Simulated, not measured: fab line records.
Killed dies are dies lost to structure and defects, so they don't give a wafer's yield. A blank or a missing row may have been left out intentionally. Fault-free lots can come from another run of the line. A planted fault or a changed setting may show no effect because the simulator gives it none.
Which of the tools did it? -- flow ritCmos -- 7 lots, 21 wafers sampled, at 2 steps of a route of 202

## WHAT THE GAUGES READ, wafer by wafer
RIT_PWELL_TW_MEAS_10.
lot,measured,on,PWELL_TW
L420,day 2 04:51,filmMetro-04,951 944 951
L425,day 3 06:41,filmMetro-04,954 956 958
L427,day 3 18:58,filmMetro-02,938 936 942
L430,day 4 07:04,filmMetro-02,944 940 938
L433,day 4 21:43,filmMetro-02,907 910 910
L439,day 6 06:34,filmMetro-02,943 941 938
L442,day 6 21:55,filmMetro-02,941 943 940

## TOOL THAT RAN EACH LOT (tool first, then ch and the chambers of the sampled wafers, then the start)
lot,RIT_PWELL_IMPLANT_08
L420,"implanter-03 ch 0, day 2 04:32"
L425,"implanter-01 ch 0, day 3 06:22"
L427,"implanter-01 ch 0, day 3 18:40"
L430,"implanter-01 ch 0, day 4 06:45"
L433,"implanter-01 ch 0, day 4 21:24"
L439,"implanter-02 ch 0, day 6 06:15"
L442,"implanter-02 ch 0, day 6 21:37"
- RIT_PWELL_IMPLANT_08

## THE ANSWER, worked out from the rows above alone
Rule: the usual values come from the lots themselves. Put in order of their means at a reading, lots are off if they are a third of the lots or fewer, leave a main group of 4 or more, and stand apart from it by a gap of 3 or more times the standard deviation of the main group's means; of several such gaps the widest counts. A main group is skipped when, at the precision printed for the reading in the tables above, its means are all equal. Also off: a lot with no number at a reading for which 4 or more lots have one. All remaining lots with rows at the step are treated as sound.
Off: at RIT_PWELL_TW_MEAS_10 (PWELL_TW), L433. Main group: mean 944, sd 6.1.
A tool fits if, at a process step before that reading, it ran every lot that is off, and no sound lot after the first of them. Gauges at RIT_PWELL_TW_MEAS_10: tried the same way as those tools. One candidate fits, namely implanter-01 at RIT_PWELL_IMPLANT_08. A fault onset in the window from L430 (day 4 06:45, its last sound lot) to L433 (day 4 21:24, its first lot off) fits.

## WHAT WAS PUT IN BY THE SIMULATOR
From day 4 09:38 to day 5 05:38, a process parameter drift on implanter-01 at RIT_PWELL_IMPLANT_08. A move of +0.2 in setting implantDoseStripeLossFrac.
Shown lots that were struck: L433. The same result came from the rule above.
